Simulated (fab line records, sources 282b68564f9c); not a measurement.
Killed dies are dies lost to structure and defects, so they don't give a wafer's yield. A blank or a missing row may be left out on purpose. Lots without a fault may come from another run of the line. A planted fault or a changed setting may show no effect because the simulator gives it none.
Split-lot experiment | flow rit_cmos | 5 lots, 23 wafers read, on a route of 202 steps

THE SPLIT
At RIT_PWELL_IMPLANT_08, the setting dose_cm2 was moved away from the recipe's 7e+13 on 8 of the 23 wafers read, by -3.1% to +3.6%. The other wafers ran this setting at the recipe's value.

FROM THE SPLIT TO THE READING: what the file shows between them, 3 steps
- RIT_PWELL_STRIP_09: strips in O2, time 180 s
- RIT_WELLDRIVE_ANNEAL_00: time 14700 s
- RIT_WELLDRIVE_RS_MEAS_01: measures by four-point-probe

THE READING
PWELL_RS, in ohm/sq, at RIT_WELLDRIVE_RS_MEAS_02 (measures by four-point-probe). Fault-free wafers of this fab line usually give 430.0 ohm/sq, standard deviation 1.4 ohm/sq.

wafer  | tool, chamber at the split | dose_cm2 as run | against the recipe | PWELL_RS, ohm/sq | against lot-mates on the recipe
L077.1 | implanter-01, 0            | 7e+13           | recipe             | 429.0            | -
L077.2 | implanter-01, 0            | 6.788e+13       | -3.0%              | 439.7            | +9.8
L077.3 | implanter-01, 0            | 7e+13           | recipe             | 429.8            | -
L077.4 | implanter-01, 0            | 7e+13           | recipe             | 430.8            | -
L077.6 | implanter-01, 0            | 6.788e+13       | -3.0%              | 439.4            | +9.5
L076.2 | implanter-03, 0            | 7e+13           | recipe             | 432.2            | -
L076.3 | implanter-03, 0            | 7e+13           | recipe             | 433.0            | -
L076.4 | implanter-03, 0            | 7e+13           | recipe             | 431.6            | -
L080.2 | implanter-02, 0            | 6.784e+13       | -3.1%              | 438.5            | +7.7
L080.3 | implanter-02, 0            | 7e+13           | recipe             | 430.3            | -
L080.4 | implanter-02, 0            | 7e+13           | recipe             | 431.0            | -
L080.5 | implanter-02, 0            | 6.784e+13       | -3.1%              | 438.9            | +8.1
L080.6 | implanter-02, 0            | 7e+13           | recipe             | 431.0            | -
L082.1 | implanter-02, 0            | 6.864e+13       | -1.9%              | 433.7            | +5.1
L082.2 | implanter-02, 0            | 6.864e+13       | -1.9%              | 435.2            | +6.6
L082.3 | implanter-02, 0            | 7e+13           | recipe             | 429.7            | -
L082.4 | implanter-02, 0            | 7e+13           | recipe             | 428.2            | -
L082.5 | implanter-02, 0            | 7e+13           | recipe             | 427.9            | -
L085.1 | implanter-03, 0            | 7e+13           | recipe             | 432.9            | -
L085.2 | implanter-03, 0            | 7e+13           | recipe             | 431.1            | -
L085.3 | implanter-03, 0            | 7.254e+13       | +3.6%              | 420.7            | -11.0
L085.4 | implanter-03, 0            | 7e+13           | recipe             | 431.1            | -
L085.6 | implanter-03, 0            | 7.254e+13       | +3.6%              | 422.3            | -9.4

THE FIT
A straight line over all 23 wafers: PWELL_RS changes by -2.59 ohm/sq for each +1% of dose_cm2; r = -0.96; the points scatter about the line by 1.4 ohm/sq.
The same after taking each lot's own level away (the mean of its wafers on the recipe; 23 wafers): -2.86 ohm/sq for each +1%; r = -0.99; scatter 0.8 ohm/sq.
On that fit, the largest move of dose_cm2 shifts the reading by 10 ohm/sq.
The lots' own levels span 428.60 to 432.27 ohm/sq, that is 2.6 times the standard deviation above.
So the lot-to-lot level changes the slope little: the two slopes agree.
Check: with one of the wafers moved furthest among these (+3.6%) left out of the fit, the line predicts -10.1 ohm/sq for it against its lot-mates. It came out at -11 ohm/sq against them.

OTHER SPLITS ON THESE WAFERS
These wafers also went through other splits before the reading. Each is held against what the fit with the lots' levels taken away leaves over:
other split on the same wafers | wafers away from the commonest value | r with PWELL_RS (lot level and that fit taken away)
RIT_ACTIVE_ETCH_13 rf_w        | 6                                    | -0.12
RIT_NWELL_HARDBAKE_07 temp_c   | 11                                   | -0.44
RIT_NWELL_IMPLANT_08 dose_cm2  | 7                                    | +0.09

THE FILE'S OWN FIT
PWELL_RS changes by -2.87 ohm/sq for each +1% of dose_cm2, r = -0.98.
